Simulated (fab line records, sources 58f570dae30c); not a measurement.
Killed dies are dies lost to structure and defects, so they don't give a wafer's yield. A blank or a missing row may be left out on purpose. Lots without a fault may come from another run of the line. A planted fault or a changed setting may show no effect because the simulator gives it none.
A struck lot beside a sound one | flow berkeley_cmos170 | 16 steps out of a route of 331
Sound: wafers L272.1, L272.5, L272.6. Struck: wafers L286.4, L286.5, L286.6. The cause comes at the end.
At each step with rows: each side's tool, then ch and its chambers, then its first start. Under that, the readings that differ: sound wafers | struck wafers | difference of the means | sigmas: that difference in standard deviations of wafers without a fault.
alike: readings whose means differ by less than 2 such deviations, and words and numbers that are the same on both sides. not compared: withheld readings, readings that some wafer has no value for, bounds like >300 that may hide the same value, and numbers for which the record gives no deviation and whose values overlap.
The two part at a step that has a row with sigmas, a row that says differs or no value, or rows on one side only. Numbers that don't overlap but have no deviation are shown without sigmas and don't part them. A reading that every wafer of one side lacks parts them only if that side has two wafers or more.

UCB170_NVT_OVL_MEAS_06:
  sound on overlay-02, day 7 00:19; struck on overlay-01, day 10 18:43
  alike: NVT_OVL
then, 1 step without rows for these wafers: UCB170_NVT_IMPLANT_07.
UCB170_NVT_STRIP_08: strips in O2.
  sound on plasma_asher-01 ch 0,1, day 7 00:31; struck on plasma_asher-03 ch 0,1, day 10 18:55
  alike: drypump_motor_current_A, oes_product_au, strip_time_to_endpoint_s
  not compared: rf_hours_counter_h
UCB170_NVT_TW_MEAS_09:
  sound on film_metro-02, day 7 00:37; struck on film_metro-04, day 10 19:01
  reading | sound       | struck      | difference | sigmas
  NVT_TW  | 516 518 517 | 531 527 528 | +12        | +3
then, 7 steps without rows for these wafers: UCB170_NVT_CLEAN_10 (cleans in SPM, time 600 s); UCB170_PVT_HMDS_00 (prime time 60 s); UCB170_PVT_COAT_01 (resist thk 900 nm); UCB170_PVT_SOFTBAKE_02 (time 60 s); UCB170_PVT_EXPOSE_03 (exposes mask NWELL, target cd 3000 nm); UCB170_PVT_PEB_04; UCB170_PVT_DEVELOP_05 (develop time 45 s).
UCB170_PVT_OVL_MEAS_06:
  sound on overlay-02, day 7 01:41; struck on overlay-02, day 10 21:31
  alike: PVT_OVL
UCB170_PVT_IMPLANT_07:
  sound on implanter-01 ch 0, day 7 01:43; struck on implanter-02 ch 0, day 10 21:36
  reading                   | sound             | struck            | difference | sigmas
  implant_ion_amu           | 31 31 31          | 75 75 75          | +44        |
  model.implant.rp_nm (nm)  | 34.69 34.69 34.69 | 21.43 21.43 21.43 | -13.26     |
  model.implant.drp_nm (nm) | 16.56 16.56 16.56 | 9.611 9.611 9.611 | -6.949     |
UCB170_PVT_STRIP_08: strips in O2.
  sound on plasma_asher-04 ch 0,1, day 7 01:52; struck on plasma_asher-02 ch 0,1, day 10 21:43
  reading                      | sound             | struck            | difference | sigmas
  strip_time_to_endpoint_s (s) | 21.67 21.68 21.64 | 21.50 21.50 21.50 | -0.16      | -3
  alike: drypump_motor_current_A, oes_product_au
  not compared: rf_hours_counter_h
UCB170_PVT_TW_MEAS_09:
  sound on film_metro-04, day 7 01:58; struck on film_metro-03, day 10 22:07
  reading | sound       | struck      | difference | sigmas
  PVT_TW  | 509 512 510 | 657 654 656 | +145       | +32
  not compared: hold
then, 1 step without rows for these wafers: UCB170_M3_PROBE_99.

WHERE THEY PART
First at UCB170_NVT_TW_MEAS_09; last, within this record, at UCB170_PVT_TW_MEAS_09.

WHY: what the simulator had put in
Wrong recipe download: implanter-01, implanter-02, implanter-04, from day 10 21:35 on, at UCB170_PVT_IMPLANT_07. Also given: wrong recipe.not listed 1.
